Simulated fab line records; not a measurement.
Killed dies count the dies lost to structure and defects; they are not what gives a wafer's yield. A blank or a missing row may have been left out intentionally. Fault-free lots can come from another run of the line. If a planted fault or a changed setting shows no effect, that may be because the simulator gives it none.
Which of the tools did it? + flow berkeley cmos170 + 7 lots with 21 wafers sampled at 4 steps, on a route of 331 steps

== WHAT EACH GAUGE READ, for each wafer ==
UCB170_PLDD_TW_MEAS_11.
| lot  | measured     | on            | PLDD_TW        |
|------|--------------|---------------|----------------|
| L650 | day 7 02:22  | film metro-01 | 1005 1015 1012 |
| L653 | day 7 17:26  | film metro-04 | 998 996 1002   |
| L655 | day 8 02:41  | film metro-04 | 999 1000 998   |
| L660 | day 9 06:41  | film metro-04 | 1009 1009 1003 |
| L663 | day 10 06:16 | film metro-04 | 997 994 997    |
| L667 | day 10 18:16 | film metro-01 | 1003 1005 1000 |
| L672 | day 11 18:08 | film metro-02 | 1016 1013 1014 |

== WHICH TOOL RAN EACH LOT (tool, then ch and the chambers of the sampled wafers, then the start) ==
| lot  | UCB170_NWELL_STRIP_15               | UCB170_PLDD_IMPLANT_09          | UCB170_PLDD_STRIP_10                 |
|------|-------------------------------------|---------------------------------|--------------------------------------|
| L650 | plasma asher-02 ch 0,1, day 2 14:04 | implanter-04 ch 0, day 7 02:08  | plasma asher-02 ch 0,1, day 7 02:15  |
| L653 | plasma asher-02 ch 0,1, day 3 05:37 | implanter-04 ch 0, day 7 17:11  | plasma asher-02 ch 0,1, day 7 17:19  |
| L655 | plasma asher-02 ch 0,1, day 3 12:32 | implanter-04 ch 0, day 8 02:28  | plasma asher-03 ch 0,1, day 8 02:35  |
| L660 | plasma asher-02 ch 0,1, day 4 15:50 | implanter-03 ch 0, day 9 06:26  | plasma asher-03 ch 0,1, day 9 06:35  |
| L663 | plasma asher-04 ch 0,1, day 5 10:01 | implanter-03 ch 0, day 10 06:03 | plasma asher-01 ch 0,1, day 10 06:10 |
| L667 | plasma asher-03 ch 0,1, day 6 09:05 | implanter-02 ch 0, day 10 18:01 | plasma asher-03 ch 0,1, day 10 18:10 |
| L672 | plasma asher-02 ch 0,1, day 7 00:57 | implanter-04 ch 0, day 11 17:53 | plasma asher-02 ch 0,1, day 11 18:02 |
- UCB170_NWELL_STRIP_15: strips in O2.
- UCB170_PLDD_IMPLANT_09
- UCB170_PLDD_STRIP_10: strips in O2.

== THE ANSWER, worked out from the rows above alone ==
Rule: the usual values come from the lots themselves. Put in order of their means at a reading, lots are off if they are a third of the lots or fewer, leave a main group of 4 or more, and stand apart from it by a gap of 3 or more times the standard deviation of the main group's means; of several such gaps the widest counts. A main group is skipped when, at the precision printed for the reading in the tables above, its means are all equal. A lot without any number at a reading at which 4 lots or more have one is off too. Where the step has rows for the other lots, those lots are counted as sound.
No lot is off at any reading shown: from this, nothing can be told.

== WHAT THE SIMULATOR PUT IN ==
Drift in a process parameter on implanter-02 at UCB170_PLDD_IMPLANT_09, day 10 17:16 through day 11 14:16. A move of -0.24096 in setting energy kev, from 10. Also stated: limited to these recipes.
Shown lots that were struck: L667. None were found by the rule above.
